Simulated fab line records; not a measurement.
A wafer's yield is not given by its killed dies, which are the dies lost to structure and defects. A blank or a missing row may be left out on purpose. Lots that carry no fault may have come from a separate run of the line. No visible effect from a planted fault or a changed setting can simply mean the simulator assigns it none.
Problem report, 8D (eight disciplines) form, completed by code | flow rit-cmos | the parts of the form that need people (team, actions taken, sign-off) are left out

1. WHAT WENT WRONG
Mean PSD_OVL at RIT_PSD_OVL_MEAS_06: 131.3 nm over 12 wafers in 4 lots; fault-free wafers: 0.4 nm, standard deviation 1.4. Relative to the usual mean, that is a shift of +93 standard deviations.
Earliest sighting: wafer L764.1 on overlay-01 at day 4 20:42. At this step, 45 wafers from 15 lots have a number in the record. By rule, "out" or "out of limits" means more than 4 standard deviations away from the usual mean. The rest of the wafers with a number are treated as sound.

2. WHAT IT IS; WHAT IT IS NOT
question                    | is                     | is not
which readings at this step | PSD_OVL                | -
which lots                  | L764, L765, L766, L768 | L756, L757, L758, L759, L760, L762, L767, L771, L772, L773, L775
which wafers of those lots  | all that have a number | -
read on which gauges        | overlay-01             | overlay-02
when                        | from day 4 20:42       | up to then (18 sound wafers); but 15 sound wafers of L767, L771, L772, L773, L775 came after

3. WHAT RULES OUT EACH SUSPECT
Counting: a tool at any process step up to the reading remains a suspect when it ran all the lots that are out and ran no sound lot after the first of those.
- the gauge at RIT_PSD_OVL_MEAS_06: kept. All the wafers that are out were read on overlay-01, and no step on other tools shows them out.
- iline-stepper-01 at RIT_PSD_EXPOSE_03 (exposes mask M10, target cd 40900 nm): kept. It ran every lot that is out, first L764 (day 4 20:14), and no sound lot after that; its last sound lot up to then is L758 (day 3 20:24).
The count leaves overlay-01 at RIT_PSD_OVL_MEAS_06 and iline-stepper-01 at RIT_PSD_EXPOSE_03.

4. THE CAUSE (what the simulator had put in)
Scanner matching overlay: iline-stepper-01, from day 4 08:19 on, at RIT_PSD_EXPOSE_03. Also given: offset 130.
Counting leaves 2 suspects; this tool is one of them.

5. THE EFFECT CHAIN, in route order
One row per reading whose mean, taken over the struck wafers that have a number, lies over 3 standard deviations from the usual. Readings are gone through only where the record gives a usual standard deviation; hours: the median, over the lots, of the time from a lot's start at the first step in this table giving one to that lot's start at this step; sigmas: the change measured in usual standard deviations.
hours | step                | reading | usual  | on struck wafers | change | sigmas
0     | RIT_PSD_OVL_MEAS_06 | PSD_OVL | 0.4 nm | 131.3            | +130.9 | +93

6. HOW IT WOULD HAVE BEEN CAUGHT EARLIER
The first out-of-limits reading at a measuring or inspecting step in this record came at day 4 20:42, 12 hours after the fault's start at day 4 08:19.
Tool readings at RIT_PSD_EXPOSE_03 with a usual standard deviation given in the record: none out on any struck wafer, hence no alarm at a limit of 4 standard deviations on them.
Among the 4 lots that are out, L765, L766, L768 began RIT_PSD_EXPOSE_03 on iline-stepper-01 after day 4 20:42. A hold on the tool at that time would have spared those 3.
